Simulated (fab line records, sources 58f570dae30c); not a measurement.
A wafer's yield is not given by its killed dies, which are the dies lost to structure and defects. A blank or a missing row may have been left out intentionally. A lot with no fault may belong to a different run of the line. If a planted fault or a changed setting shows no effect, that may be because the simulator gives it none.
What tool caused it? || flow berkeley-cmos170 || 21 wafers sampled from 7 lots at 1 step of a route of 331

## WHAT THE GAUGES READ, wafer by wafer
UCB170_PFIELD_OVL_MEAS_06.
{"lot": "L269", "measured": "day 5 10:04", "on": "overlay-02", "PFIELD_OVL (nm)": "3 1 10"}
{"lot": "L275", "measured": "day 6 05:10", "on": "overlay-01", "PFIELD_OVL (nm)": "4 13 15"}
{"lot": "L279", "measured": "day 7 13:49", "on": "overlay-01", "PFIELD_OVL (nm)": "-4 2 -2"}
{"lot": "L283", "measured": "day 7 21:26", "on": "overlay-02", "PFIELD_OVL (nm)": "1 0 1"}
{"lot": "L284", "measured": "day 8 19:15", "on": "overlay-01", "PFIELD_OVL (nm)": "-2 -5 -7"}
{"lot": "L290", "measured": "day 9 18:37", "on": "overlay-02", "PFIELD_OVL (nm)": "5 2 4"}
{"lot": "L291", "measured": "day 10 03:02", "on": "overlay-01", "PFIELD_OVL (nm)": "6 3 3"}

## WHAT TOOL EACH LOT RAN ON (gives the tool, then ch and the chambers of the sampled wafers, and finally the start)
There is no process step in the record ahead of these readings.

## THE ANSWER, worked out from the rows above alone
Rule: usual is defined by the lots themselves. The widest of any qualifying gaps counts: lots, ordered by their means at a reading, are off when they make up no more than a third of the lots, leave a main group of 4 or more, and stand apart from it by 3 or more times the standard deviation of that group's means. If all means in a main group match to the digits the tables above print for the reading, that group is not used. A lot without any number at a reading at which 4 lots or more have one is off too. Any other lot the step has rows for is counted as sound.
No lot is off at any reading shown: from this, nothing can be told.

## WHAT HAD BEEN PUT IN BY THE SIMULATOR
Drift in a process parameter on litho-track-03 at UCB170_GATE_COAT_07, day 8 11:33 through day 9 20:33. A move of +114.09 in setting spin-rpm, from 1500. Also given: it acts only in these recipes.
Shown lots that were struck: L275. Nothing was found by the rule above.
